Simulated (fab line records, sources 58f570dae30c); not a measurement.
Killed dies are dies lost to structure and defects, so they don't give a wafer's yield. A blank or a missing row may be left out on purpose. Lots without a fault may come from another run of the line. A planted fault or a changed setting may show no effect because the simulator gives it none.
fab line records | flow berkeley_cmos170 | part 1 of 2: steps 1 to 28 of 40
record lots=5 wafers=15 last_day=12
route steps=331 shown NSD@188 BACKSIDE@199 SDANNEAL@204 PSD@206 PLDD@208 NLDD@209 SILICIDE@210 CONTACT@216
lots that met no fault: from a run of the same line without faults
start_h: hours from the record's first day to the start of the lot's first wafer shown | wait_h: hours since the lot's step before | " the same as in the row above | L1.1+2: a row that stands for several wafers | - no value, or no start given | * or withheld: withheld | < > ~ a bound
route shown NAME@n: a module of which the file shows steps, and the number in the route of the first | usual: mean/standard deviation of fault-free wafers | same: alike in all rows | chamber/n: place in a boat | sites: the reading at each site | _std_site: their standard deviation | _edge_site: outer sites' mean less inner sites' | radius_mm: how far each site lies from the wafer's centre | mask NAME#n: copy n | behind: the tool/chamber that last shaped the wafer | hold: why the lot was held/for how many hours/how that ended | device: the transistor (n, p or np) that didn't switch | end of line: the same wafers' tests at the end of the route | a step without rows: its recipe alone | killed: dies lost to structure and defects at the first sort, not the wafer's yield | map: a wafer's dies, x killed, . not, _ none there
set.NAME: the setting as run; set.NAME@STEP: as run at that earlier step | model.NAME: the simulator's own value behind a step, which no gauge read
lots at some steps of the route; a table a step, a row a wafer
services: from which hour (start_h, from the record's first day; less than 0 if before it) a tool's chamber was out of use, for how many hours, and why
## steps
# step UCB170_NSD_COAT_01
# recipe resist=KrF spin_rpm=1500 resist_thk_nm=900
# columns lot.wafer tool chamber start_h wait_h
L082.1+3+6 litho_track-03 0 162.54 0.1
L084.2+3+4 litho_track-02 0 176.04 0.1
L087.3+4+5 litho_track-02 0 184.04 0.1
L096.3+4+5 litho_track-01 0 241.74 0.1
L097.3+4+5 litho_track-02 0 251.24 0.1
# step UCB170_NSD_SOFTBAKE_02
# recipe resist=KrF temp_c=130 time_s=60
# usual heater_power_total_W=56.81/0.045
# columns lot.wafer tool chamber start_h wait_h heater_power_total_W
L082.1 litho_track-03 0 162.69 0.1 56.78
L082.3 " 0 " " 56.83
L082.6 " 0 " " 56.87
L084.2 litho_track-02 0 176.19 0.1 56.73
L084.3 " 0 " " 56.73
L084.4 " 0 " " 56.87
L087.3 litho_track-02 0 184.19 0.1 56.78
L087.4 " 0 " " 56.72
L087.5 " 0 " " 56.80
L096.3 litho_track-01 0 241.89 0.1 56.78
L096.4 " 0 " " 56.85
L096.5 " 0 " " 56.78
L097.3 litho_track-02 0 251.39 0.1 56.80
L097.4 " 0 " " 56.81
L097.5 " 0 " " 56.84
# step UCB170_NSD_EXPOSE_03
# recipe mask_id=NSELECT_MOD na=0.5 sigma_outer=0.6 source_shape=conventional target_cd_nm=1200 dose_mj=30
# usual exposure_dose_mJ_cm2=29.97/0.036
# same sigma_outer=0.6
# columns lot.wafer tool chamber start_h wait_h mask exposure_dose_mJ_cm2
L082.1 krf_scanner-01 0 162.84 0.1 NSELECT_MOD#0 29.96
L082.3 " 0 " " NSELECT_MOD#0 29.96
L082.6 " 0 " " NSELECT_MOD#0 30.00
L084.2 krf_scanner-02 0 176.46 0.2 NSELECT_MOD#0 29.98
L084.3 " 0 " " NSELECT_MOD#0 29.99
L084.4 " 0 " " NSELECT_MOD#0 29.96
L087.3 krf_scanner-02 0 184.45 0.2 NSELECT_MOD#0 29.98
L087.4 " 0 " " NSELECT_MOD#0 30.01
L087.5 " 0 " " NSELECT_MOD#0 30.00
L096.3 krf_scanner-01 0 242.03 0.1 NSELECT_MOD#0 29.91
L096.4 " 0 " " NSELECT_MOD#0 29.97
L096.5 " 0 " " NSELECT_MOD#0 29.92
L097.3 krf_scanner-02 0 251.65 0.2 NSELECT_MOD#0 29.94
L097.4 " 0 " " NSELECT_MOD#0 29.99
L097.5 " 0 " " NSELECT_MOD#0 29.99
# step UCB170_NSD_PEB_04
# recipe peb_temp_c=130 peb_time_s=withheld resist=KrF
# usual heater_power_total_W=56.80/0.047
# columns lot.wafer tool chamber start_h wait_h heater_power_total_W
L082.1 litho_track-01 0 163.25 0.4 56.83
L082.3 " 0 " " 56.86
L082.6 " 0 " " 56.75
L084.2 litho_track-03 0 176.79 0.3 56.82
L084.3 " 0 " " 56.80
L084.4 " 0 " " 56.73
L087.3 litho_track-02 0 184.61 0.1 56.76
L087.4 " 0 " " 56.84
L087.5 " 0 " " 56.78
L096.3 litho_track-03 0 242.18 0.1 56.77
L096.4 " 0 " " 56.70
L096.5 " 0 " " 56.81
L097.3 litho_track-02 0 251.90 0.2 56.78
L097.4 " 0 " " 56.84
L097.5 " 0 " " 56.81
# step UCB170_NSD_DEVELOP_05
# recipe developer=TMAH develop_time_s=45 resist=KrF dev_temp_c=21
# columns lot.wafer tool chamber start_h wait_h
L082.1+3+6 litho_track-01 0 - -
L084.2+3+4 litho_track-03 0 - -
L087.3+4+5 litho_track-02 0 - -
L096.3+4+5 litho_track-03 0 - -
L097.3+4+5 litho_track-02 0 - -
# step UCB170_NSD_CD_MEAS_06
# recipe target_cd_nm=1200
# usual cd_nm=1200.0/1.4
# columns lot.wafer tool chamber start_h wait_h cd_nm
L082.1 cd_sem-02 - 163.52 - 1201.1
L082.3 " - " " 1200.0
L082.6 " - " " 1199.8
L084.2 cd_sem-01 - 177.06 - 1198.7
L084.3 " - " " 1198.8
L084.4 " - " " 1198.6
L087.3 cd_sem-01 - 184.88 - 1202.3
L087.4 " - " " 1202.0
L087.5 " - " " 1202.2
L096.3 cd_sem-02 - 242.45 - 1200.0
L096.4 " - " " 1200.4
L096.5 " - " " 1200.2
L097.3 cd_sem-01 - 252.17 - 1202.6
L097.4 " - " " 1202.2
L097.5 " - " " 1201.9
# step UCB170_NSD_OVL_MEAS_07
# usual NSD_OVL=2/5.5
# columns lot.wafer tool chamber start_h wait_h NSD_OVL[nm]
L082.1 overlay-01 - 163.64 0.1 4
L082.3 " - " " 6
L082.6 " - " " 6
L084.2 overlay-01 - 177.16 0.1 -1
L084.3 " - " " 3
L084.4 " - " " 4
L087.3 overlay-02 - 184.97 0.1 7
L087.4 " - " " -4
L087.5 " - " " 0
L096.3 overlay-02 - 242.54 0.1 1
L096.4 " - " " 5
L096.5 " - " " 6
L097.3 overlay-01 - 252.26 0.1 6
L097.4 " - " " 6
L097.5 " - " " 4
# step UCB170_NSD_IMPLANT_08
# recipe species=P dose_cm2=3e+15 energy_kev=39.57 tilt_deg=7
# usual beam_energy_keV=39.571/0.012 tilt_deg=7.001/0.019
# columns lot.wafer tool chamber start_h wait_h beam_energy_keV tilt_deg
L082.1 implanter-03 0 163.68 0.0 39.562 6.967
L082.3 " 0 " " 39.566 6.978
L082.6 " 0 " " 39.548 7.009
L084.2 implanter-02 0 177.22 0.0 39.586 7.030
L084.3 " 0 " " 39.574 7.014
L084.4 " 0 " " 39.568 6.997
L087.3 implanter-04 0 185.04 0.1 39.564 7.015
L087.4 " 0 " " 39.575 6.999
L087.5 " 0 " " 39.568 7.001
L096.3 implanter-04 0 242.61 0.1 39.557 7.018
L096.4 " 0 " " 39.546 6.985
L096.5 " 0 " " 39.576 6.985
L097.3 implanter-03 0 252.34 0.1 39.576 7.034
L097.4 " 0 " " 39.581 6.996
L097.5 " 0 " " 39.576 6.986
# step UCB170_NSD_STRIP_09
# recipe chemistry=O2 power_w=400 pressure_mtorr=3500 platen_temp_c=withheld o2_flow_sccm=400 overash_fraction=0.5
# usual drypump_motor_current_A=5.7/0.6 oes_product_au=0.535/0.0045 strip_time_to_endpoint_s=35.69/0.074
# columns lot.wafer tool chamber start_h wait_h drypump_motor_current_A oes_product_au rf_hours_counter_h strip_time_to_endpoint_s
L082.1 plasma_asher-01 1 163.83 0.1 4.9 0.535 49 35.51
L082.3 " 0 " " 5.4 0.539 - 35.54
L082.6 " 1 " " 4.9 0.536 - 35.57
L084.2 plasma_asher-01 1 177.34 0.1 4.9 0.532 51 35.64
L084.3 " 0 " " 5.4 0.536 - 35.66
L084.4 " 1 " " 4.9 0.532 - 35.59
L087.3 plasma_asher-03 1 185.18 0.1 5.9 0.534 - 35.73
L087.4 " 0 " " 5.7 0.537 - 35.75
L087.5 " 0 " " 5.7 0.530 - 35.72
L096.3 plasma_asher-02 0 242.75 0.1 5.6 0.530 - 35.68
L096.4 " 1 " " 6.8 0.543 - 35.71
L096.5 " 1 " " 6.8 0.533 - 35.78
L097.3 plasma_asher-01 1 252.47 0.1 4.9 0.535 - 35.71
L097.4 " 0 " " 5.4 0.534 - 35.74
L097.5 " 0 " " 5.4 0.538 - 35.76
# step UCB170_NSD_TW_MEAS_10
# usual NSD_TW=4195/30
# columns lot.wafer tool chamber start_h wait_h NSD_TW
L082.1 film_metro-03 - 163.93 0.1 4193
L082.3 " - " " 4187
L082.6 " - " " 4175
L084.2 film_metro-03 - 177.45 0.1 4217
L084.3 " - " " 4211
L084.4 " - " " 4189
L087.3 film_metro-04 - 185.26 0.1 4211
L087.4 " - " " 4227
L087.5 " - " " 4218
L096.3 film_metro-02 - 242.83 0.1 4152
L096.4 " - " " 4142
L096.5 " - " " 4134
L097.3 film_metro-03 - 252.56 0.1 4194
L097.4 " - " " 4211
L097.5 " - " " 4203
# step UCB170_NSD_CLEAN_11
# recipe chemistry=SPM temp_c=120 time_s=600
# columns lot.wafer tool chamber start_h wait_h
L082.1+3+6 wet_bench-03 2 163.99 0.1
L084.2+3+4 wet_bench-04 2 178.87 1.4
L087.3+4+5 wet_bench-02 0 185.30 0.0
L096.3+4+5 wet_bench-03 0 242.87 0.0
L097.3+4+5 wet_bench-03 1 252.60 0.0
# step UCB170_BACKSIDE_HMDS_00
# recipe prime_time_s=60 prime_temp_c=100
# columns lot.wafer tool chamber start_h wait_h
L082.1+3+6 litho_track-02 0 164.16 0.0
L084.2+3+4 litho_track-03 0 179.07 0.0
L087.3+4+5 litho_track-02 0 185.93 0.4
L096.3+4+5 litho_track-02 0 243.38 0.3
L097.3+4+5 litho_track-03 0 252.82 0.1
# step UCB170_BACKSIDE_COAT_01
# recipe resist=KrF spin_rpm=1500 resist_thk_nm=900
# columns lot.wafer tool chamber start_h wait_h
L082.1+3+6 litho_track-02 0 164.31 0.1
L084.2+3+4 litho_track-03 0 179.22 0.1
L087.3+4+5 litho_track-02 0 186.08 0.1
L096.3+4+5 litho_track-02 0 243.53 0.1
L097.3+4+5 litho_track-03 0 252.97 0.1
# step UCB170_BACKSIDE_SOFTBAKE_02
# recipe resist=KrF temp_c=130 time_s=60
# usual heater_power_total_W=56.80/0.042
# columns lot.wafer tool chamber start_h wait_h heater_power_total_W
L082.1 litho_track-02 0 164.46 0.1 56.82
L082.3 " 0 " " 56.72
L082.6 " 0 " " 56.81
L084.2 litho_track-03 0 179.37 0.1 56.81
L084.3 " 0 " " 56.81
L084.4 " 0 " " 56.80
L087.3 litho_track-02 0 186.23 0.1 56.78
L087.4 " 0 " " 56.84
L087.5 " 0 " " 56.75
L096.3 litho_track-02 0 243.68 0.1 56.78
L096.4 " 0 " " 56.74
L096.5 " 0 " " 56.81
L097.3 litho_track-03 0 253.12 0.1 56.83
L097.4 " 0 " " 56.77
L097.5 " 0 " " 56.79
# step UCB170_BACKSIDE_STRIP_03
# recipe chemistry=O2 power_w=400 pressure_mtorr=3500 platen_temp_c=withheld o2_flow_sccm=400 overash_fraction=0.5
# usual drypump_motor_current_A=5.40/0.3 oes_product_au=0.734/0.0044 strip_time_to_endpoint_s=22.03/0.061
# columns lot.wafer tool chamber start_h wait_h drypump_motor_current_A oes_product_au rf_hours_counter_h strip_time_to_endpoint_s
L082.1 plasma_asher-04 1 164.61 0.1 5.53 0.731 51 22.15
L082.3 " 1 " " 5.55 0.738 - 22.11
L082.6 " 0 " " 5.38 0.727 - 22.07
L084.2 plasma_asher-04 1 179.50 0.1 5.54 0.742 52 22.04
L084.3 " 0 " " 5.38 0.732 - 22.06
L084.4 " 1 " " 5.55 0.729 - 22.09
L087.3 plasma_asher-04 0 186.36 0.1 5.37 0.735 - 22.07
L087.4 " 1 " " 5.54 0.731 - 21.95
L087.5 " 0 " " 5.38 0.733 - 21.97
L096.3 plasma_asher-01 0 243.81 0.1 5.42 0.736 - 22.04
L096.4 " 1 " " 4.89 0.736 - 22.09
L096.5 " 1 " " 4.88 0.738 - 22.09
L097.3 plasma_asher-04 0 253.25 0.1 5.38 0.732 - 21.98
L097.4 " 1 " " 5.55 0.727 - 22.04
L097.5 " 1 " " 5.56 0.736 - 22.01
# step UCB170_BACKSIDE_CLEAN_04
# recipe chemistry=SPM temp_c=120 time_s=600
# columns lot.wafer tool chamber start_h wait_h
L082.1+3+6 wet_bench-01 2 164.71 0.1
L084.2+3+4 wet_bench-04 0 179.60 0.1
L087.3+4+5 wet_bench-03 2 186.43 0.0
L096.3+4+5 wet_bench-01 0 243.88 0.0
L097.3+4+5 wet_bench-03 2 253.34 0.0
# step UCB170_SDANNEAL_RTA_00
# recipe temp_c=900 time_s=10 ambient=N2
# usual lamp_power_pct=22.8/0.46 wafer_temp_C_max=904.6/1.1
# columns lot.wafer tool chamber start_h wait_h lamp_power_pct wafer_temp_C_max
L082.1 rtp_anneal-02 0 164.89 0.0 23.2 906.1
L082.3 " 0 " " 23.2 904.5
L082.6 " 0 " " 23.2 904.8
L084.2 rtp_anneal-02 0 179.79 0.0 23.2 905.5
L084.3 " 0 " " 23.2 904.5
L084.4 " 0 " " 23.2 905.0
L087.3 rtp_anneal-01 0 186.63 0.0 22.3 904.1
L087.4 " 0 " " 22.3 903.9
L087.5 " 0 " " 22.3 904.5
L096.3 rtp_anneal-01 0 244.09 0.0 22.3 904.5
L096.4 " 0 " " 22.2 904.7
L096.5 " 0 " " 22.3 904.6
L097.3 rtp_anneal-02 0 253.53 0.0 23.2 904.4
L097.4 " 0 " " 23.2 903.8
L097.5 " 0 " " 23.2 904.2
# step UCB170_SDANNEAL_RTA_01
# recipe temp_c=1050 time_s=5 ambient=N2
# usual lamp_power_pct=35.2/0.72 wafer_temp_C_max=1055.6/1.3
# columns lot.wafer tool chamber start_h wait_h lamp_power_pct wafer_temp_C_max
L082.1 rtp_anneal-02 0 164.96 0.1 35.9 1057.4
L082.3 " 0 " " 35.8 1055.6
L082.6 " 0 " " 35.8 1056.9
L084.2 rtp_anneal-02 0 179.85 0.1 35.8 1057.8
L084.3 " 0 " " 35.8 1057.2
L084.4 " 0 " " 35.8 1057.1
L087.3 rtp_anneal-01 0 186.69 0.1 34.4 1056.1
L087.4 " 0 " " 34.4 1055.1
L087.5 " 0 " " 34.4 1054.4
L096.3 rtp_anneal-01 0 244.16 0.1 34.4 1053.6
L096.4 " 0 " " 34.4 1055.4
L096.5 " 0 " " 34.4 1054.8
L097.3 rtp_anneal-02 0 253.60 0.1 35.8 1056.4
L097.4 " 0 " " 35.8 1057.5
L097.5 " 0 " " 35.8 1058.6
# step UCB170_SDANNEAL_RS_MEAS_02
# recipe thk_meas_gauge=four-point-probe
# usual PSD_RS=75.4/0.31
# columns lot.wafer tool chamber start_h wait_h PSD_RS[ohm/sq]
L082.1 film_metro-03 - 165.01 0.0 75.4
L082.3 " - " " 75.2
L082.6 " - " " 75.4
L084.2 film_metro-03 - 179.92 0.1 75.3
L084.3 " - " " 75.2
L084.4 " - " " 75.5
L087.3 film_metro-03 - 186.77 0.1 75.2
L087.4 " - " " 75.3
L087.5 " - " " 75.1
L096.3 film_metro-03 - 244.23 0.1 75.7
L096.4 " - " " 75.8
L096.5 " - " " 76.0
L097.3 film_metro-02 - 253.68 0.1 75.4
L097.4 " - " " 75.4
L097.5 " - " " 75.8
# step UCB170_SDANNEAL_RS_MEAS_03
# recipe thk_meas_gauge=four-point-probe
# usual NSD_RS=37.38/0.1
# columns lot.wafer tool chamber start_h wait_h NSD_RS[ohm/sq]
L082.1 film_metro-03 - 165.13 0.1 37.54
L082.3 " - " " 37.56
L082.6 " - " " 37.46
L084.2 film_metro-03 - 180.04 0.1 37.55
L084.3 " - " " 37.64
L084.4 " - " " 37.55
L087.3 film_metro-03 - 186.89 0.1 37.40
L087.4 " - " " 37.51
L087.5 " - " " 37.49
L096.3 film_metro-03 - 244.35 0.1 37.43
L096.4 " - " " 37.39
L096.5 " - " " 37.37
L097.3 film_metro-02 - 253.80 0.1 37.12
L097.4 " - " " 37.23
L097.5 " - " " 37.17
# step UCB170_SDANNEAL_RS_MEAS_04
# recipe thk_meas_gauge=four-point-probe
# usual PLDD_RS=1031.4/2.3
# columns lot.wafer tool chamber start_h wait_h PLDD_RS[ohm/sq]
L082.1 film_metro-03 - 165.25 0.1 1029.2
L082.3 " - " " 1030.5
L082.6 " - " " 1030.1
L084.2 film_metro-03 - 180.16 0.1 1029.4
L084.3 " - " " 1028.0
L084.4 " - " " 1028.4
L087.3 film_metro-03 - 187.01 0.1 1033.4
L087.4 " - " " 1036.1
L087.5 " - " " 1031.6
L096.3 film_metro-03 - 244.47 0.1 1032.3
L096.4 " - " " 1031.3
L096.5 " - " " 1032.5
L097.3 film_metro-02 - 253.92 0.1 1032.0
L097.4 " - " " 1031.8
L097.5 " - " " 1033.2
# step UCB170_SDANNEAL_RS_MEAS_05
# recipe thk_meas_gauge=four-point-probe
# usual NLDD_RS=615.8/1.7
# columns lot.wafer tool chamber start_h wait_h NLDD_RS[ohm/sq]
L082.1 film_metro-03 - 165.37 0.1 618.2
L082.3 " - " " 617.6
L082.6 " - " " 617.7
L084.2 film_metro-03 - 180.28 0.1 617.0
L084.3 " - " " 615.8
L084.4 " - " " 615.7
L087.3 film_metro-03 - 187.13 0.1 617.0
L087.4 " - " " 618.4
L087.5 " - " " 617.9
L096.3 film_metro-03 - 244.59 0.1 613.7
L096.4 " - " " 613.9
L096.5 " - " " 616.5
L097.3 film_metro-02 - 254.04 0.1 614.1
L097.4 " - " " 614.4
L097.5 " - " " 615.0
# step UCB170_SILICIDE_PRE_CLEAN_00
# recipe gas=Ar preclean_etch_time_s=60
# columns lot.wafer tool chamber start_h wait_h
L082.1+3+6 pvd_sputter-03 - 165.49 0.1
L084.2+3+4 pvd_sputter-04 - 180.38 0.1
L087.3+4+5 pvd_sputter-04 - 187.21 0.1
L096.3+4+5 pvd_sputter-02 - 244.67 0.1
L097.3+4+5 pvd_sputter-04 - 254.12 0.1
# step UCB170_SILICIDE_SPUTTER_01
# recipe material=Ti target_thk_nm=30 time_s=25 power_w=1500 chamber_pressure_pa=0.5
# usual throttle_valve_pct=29.9/1.3
# columns lot.wafer tool chamber start_h wait_h throttle_valve_pct
L082.1 pvd_sputter-03 - 165.56 0.0 29.9
L082.3 " - " " 30.2
L082.6 " - " " 29.9
L084.2 pvd_sputter-04 - 180.45 0.0 30.3
L084.3 " - " " 28.4
L084.4 " - " " 30.2
L087.3 pvd_sputter-04 - 187.28 0.0 30.3
L087.4 " - " " 30.6
L087.5 " - " " 28.3
L096.3 pvd_sputter-02 - 244.74 0.0 31.5
L096.4 " - " " 29.3
L096.5 " - " " 31.3
L097.3 pvd_sputter-04 - 254.18 0.0 30.3
L097.4 " - " " 28.0
L097.5 " - " " 28.4
# step UCB170_SILICIDE_RS_MEAS_02
# recipe thk_meas_gauge=four-point-probe reads=Ti_of_SILICIDE_SPUTTER_01
# usual SILICIDE_TI_RS=26.18/0.25
# columns lot.wafer tool chamber start_h wait_h SILICIDE_TI_RS[ohm/sq]
L082.1 film_metro-04 - 165.59 0.0 26.22
L082.3 " - " " 26.07
L082.6 " - " " 26.00
L084.2 film_metro-04 - 180.50 0.0 26.10
L084.3 " - " " 26.24
L084.4 " - " " 26.01
L087.3 film_metro-01 - 187.35 0.1 26.22
L087.4 " - " " 26.41
L087.5 " - " " 26.30
L096.3 film_metro-01 - 244.81 0.1 26.18
L096.4 " - " " 26.01
L096.5 " - " " 26.10
L097.3 film_metro-03 - 254.25 0.1 26.56
L097.4 " - " " 26.37
L097.5 " - " " 26.47
# step UCB170_SILICIDE_THK_MEAS_03
# recipe thk_meas_gauge=xrf reads=Ti_of_SILICIDE_SPUTTER_01
# usual SILICIDE_TI_THK=29.78/0.29
# columns lot.wafer tool chamber start_h wait_h SILICIDE_TI_THK[nm]
L082.1 film_metro-04 - 165.71 0.1 29.82
L082.3 " - " " 29.84
L082.6 " - " " 29.86
L084.2 film_metro-04 - 180.61 0.1 29.49
L084.3 " - " " 29.49
L084.4 " - " " 29.60
L087.3 film_metro-01 - 187.45 0.1 29.65
L087.4 " - " " 29.65
L087.5 " - " " 29.68
L096.3 film_metro-01 - 244.91 0.1 29.96
L096.4 " - " " 29.97
L096.5 " - " " 29.98
L097.3 film_metro-03 - 254.35 0.1 29.37
L097.4 " - " " 29.48
L097.5 " - " " 29.57
# step UCB170_SILICIDE_RTA_04
# recipe temp_c=650 time_s=14.35 ambient=N2
# usual lamp_power_pct=9.78/0.2 wafer_temp_C_max=653.5/0.85
# columns lot.wafer tool chamber start_h wait_h lamp_power_pct wafer_temp_C_max
L082.1 rtp_anneal-02 0 165.77 0.1 9.98 653.4
L082.3 " 0 " " 9.95 653.5
L082.6 " 0 " " 9.97 654.4
L084.2 rtp_anneal-02 0 180.67 0.1 9.98 655.4
L084.3 " 0 " " 9.99 654.8
L084.4 " 0 " " 9.97 654.1
L087.3 rtp_anneal-01 0 187.51 0.1 9.58 652.5
L087.4 " 0 " " 9.57 652.2
L087.5 " 0 " " 9.57 652.9
L096.3 rtp_anneal-02 0 244.98 0.1 9.98 653.3
L096.4 " 0 " " 9.97 653.3
L096.5 " 0 " " 9.97 652.9
L097.3 rtp_anneal-01 0 254.42 0.1 9.56 652.8
L097.4 " 0 " " 9.58 653.4
L097.5 " 0 " " 9.56 654.0
# step UCB170_SILICIDE_WET_ETCH_05
# recipe chemistry=SPM time_s=45 temp_c=120 target=Ti
# columns lot.wafer tool chamber start_h wait_h
L082.1+3+6 wet_bench-03 0 165.85 0.1
L084.2+3+4 wet_bench-03 1 180.73 0.1
L087.3+4+5 wet_bench-03 2 187.56 0.0
L096.3+4+5 wet_bench-03 0 245.03 0.0
L097.3+4+5 wet_bench-02 0 254.49 0.1
